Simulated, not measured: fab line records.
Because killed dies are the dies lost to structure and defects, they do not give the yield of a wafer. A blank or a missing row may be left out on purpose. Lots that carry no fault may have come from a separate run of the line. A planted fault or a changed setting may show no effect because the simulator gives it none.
Split-lot experiment :: flow berkeley-cmos170 :: on a route of 331 steps: 5 lots, 23 wafers read

== ON THE SPLIT ==
At UCB170_M3_METAL_ETCH_18 (etches Al in Cl2/BCl3, stops on SiO2, target depth 1170 nm, time 195 s), the setting icp-w was moved away from the recipe's 600 W on 10 of the 23 wafers read, by -5.2% to +11.0%. This setting was run at the recipe's value on the other wafers.

No step appears in the file between the split and the reading.

== THE READING ==
oes-product-au, in a.u., at UCB170_M3_STRIP_19 (strips in O2). Typical for fault-free wafers on this fab line: 0.542 a.u., with standard deviation 0.0094 a.u.

wafer: L075.1
tool, chamber at the split: rie-metal-04, 0
icp-w as run, W: 645.7
against the recipe: +7.6%
oes-product-au, a.u.: 0.477
against lot-mates on the recipe: -0.050

wafer: L075.2
tool, chamber at the split: rie-metal-04, 0
icp-w as run, W: 600
against the recipe: recipe
oes-product-au, a.u.: 0.519
against lot-mates on the recipe: -

wafer: L075.3
tool, chamber at the split: rie-metal-04, 0
icp-w as run, W: 600
against the recipe: recipe
oes-product-au, a.u.: 0.531
against lot-mates on the recipe: -

wafer: L075.4
tool, chamber at the split: rie-metal-04, 0
icp-w as run, W: 600
against the recipe: recipe
oes-product-au, a.u.: 0.531
against lot-mates on the recipe: -

wafer: L075.6
tool, chamber at the split: rie-metal-04, 0
icp-w as run, W: 645.7
against the recipe: +7.6%
oes-product-au, a.u.: 0.478
against lot-mates on the recipe: -0.049

wafer: L074.1
tool, chamber at the split: rie-metal-02, 0
icp-w as run, W: 666.3
against the recipe: +11.0%
oes-product-au, a.u.: 0.472
against lot-mates on the recipe: -0.074

wafer: L074.2
tool, chamber at the split: rie-metal-02, 1
icp-w as run, W: 666.3
against the recipe: +11.0%
oes-product-au, a.u.: 0.480
against lot-mates on the recipe: -0.066

wafer: L074.3
tool, chamber at the split: rie-metal-02, 1
icp-w as run, W: 600
against the recipe: recipe
oes-product-au, a.u.: 0.547
against lot-mates on the recipe: -

wafer: L074.4
tool, chamber at the split: rie-metal-02, 0
icp-w as run, W: 600
against the recipe: recipe
oes-product-au, a.u.: 0.544
against lot-mates on the recipe: -

wafer: L074.6
tool, chamber at the split: rie-metal-02, 1
icp-w as run, W: 666.3
against the recipe: +11.0%
oes-product-au, a.u.: 0.479
against lot-mates on the recipe: -0.067

wafer: L077.1
tool, chamber at the split: rie-metal-03, 0
icp-w as run, W: 600
against the recipe: recipe
oes-product-au, a.u.: 0.554
against lot-mates on the recipe: -

wafer: L077.2
tool, chamber at the split: rie-metal-03, 1
icp-w as run, W: 600
against the recipe: recipe
oes-product-au, a.u.: 0.548
against lot-mates on the recipe: -

wafer: L077.3
tool, chamber at the split: rie-metal-03, 0
icp-w as run, W: 569
against the recipe: -5.2%
oes-product-au, a.u.: 0.590
against lot-mates on the recipe: +0.045

wafer: L077.4
tool, chamber at the split: rie-metal-03, 1
icp-w as run, W: 600
against the recipe: recipe
oes-product-au, a.u.: 0.533
against lot-mates on the recipe: -

wafer: L077.6
tool, chamber at the split: rie-metal-03, 1
icp-w as run, W: 569
against the recipe: -5.2%
oes-product-au, a.u.: 0.583
against lot-mates on the recipe: +0.038

wafer: L085.4
tool, chamber at the split: rie-metal-03, 0
icp-w as run, W: 600
against the recipe: recipe
oes-product-au, a.u.: 0.549
against lot-mates on the recipe: -

wafer: L085.5
tool, chamber at the split: rie-metal-03, 1
icp-w as run, W: 600
against the recipe: recipe
oes-product-au, a.u.: 0.534
against lot-mates on the recipe: -

wafer: L085.6
tool, chamber at the split: rie-metal-03, 0
icp-w as run, W: 600
against the recipe: recipe
oes-product-au, a.u.: 0.554
against lot-mates on the recipe: -

wafer: L084.1
tool, chamber at the split: rie-metal-02, 0
icp-w as run, W: 632.1
against the recipe: +5.4%
oes-product-au, a.u.: 0.499
against lot-mates on the recipe: -0.039

wafer: L084.2
tool, chamber at the split: rie-metal-02, 0
icp-w as run, W: 632.1
against the recipe: +5.4%
oes-product-au, a.u.: 0.519
against lot-mates on the recipe: -0.019

wafer: L084.3
tool, chamber at the split: rie-metal-02, 0
icp-w as run, W: 600
against the recipe: recipe
oes-product-au, a.u.: 0.542
against lot-mates on the recipe: -

wafer: L084.4
tool, chamber at the split: rie-metal-02, 0
icp-w as run, W: 632.1
against the recipe: +5.4%
oes-product-au, a.u.: 0.509
against lot-mates on the recipe: -0.029

wafer: L084.5
tool, chamber at the split: rie-metal-02, 0
icp-w as run, W: 600
against the recipe: recipe
oes-product-au, a.u.: 0.535
against lot-mates on the recipe: -

FIT RESULTS
A straight line over all 23 wafers: oes-product-au changes by -0.00664 a.u. for each +1% of icp-w; r = -0.95; the points scatter about the line by 0.011 a.u.
The same after taking each lot's own level away (the mean of its wafers on the recipe; 23 wafers): -0.00647 a.u. for each +1%; r = -0.98; scatter 0.0069 a.u.
Per that fit: largest icp-w move, reading shift of 0.071 a.u.
Across the lots, their own levels run from 0.5270 to 0.5457 a.u., a range of 2.0 times the standard deviation given above.
Consequently the slope shifts little with the lot-to-lot level, the two slopes agreeing.
Check: for one of the wafers moved furthest among these (+11.0%), held out of the fit, the line's prediction against its lot-mates is -0.0688 a.u. It came out at -0.0735 a.u. against them.
Tool readings at the split's step, against how far the setting was moved: oes-product-au r = +0.20.

== THE WHOLE CHAIN: every reading that the file lists as answering this split, in the file's order ==
step: UCB170_M3_METAL_ETCH_18
what it does: etches Al in Cl2/BCl3, stops on SiO2, target depth 1170 nm, time 195 s
reading: KrF_of_M3_COAT_10.thk-nm (the simulator's own value, which no gauge read)
change (the file's fit): -6.36 nm for each +1% of the setting
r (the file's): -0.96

step: UCB170_M3_STRIP_19
what it does: strips in O2
reading: oes-product-au
change (the file's fit): -0.0064 a.u. for each +1% of the setting
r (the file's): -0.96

== FILE'S OWN FIT ==
oes-product-au changes by -0.0064 a.u. for each +1% of icp-w, r = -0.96.
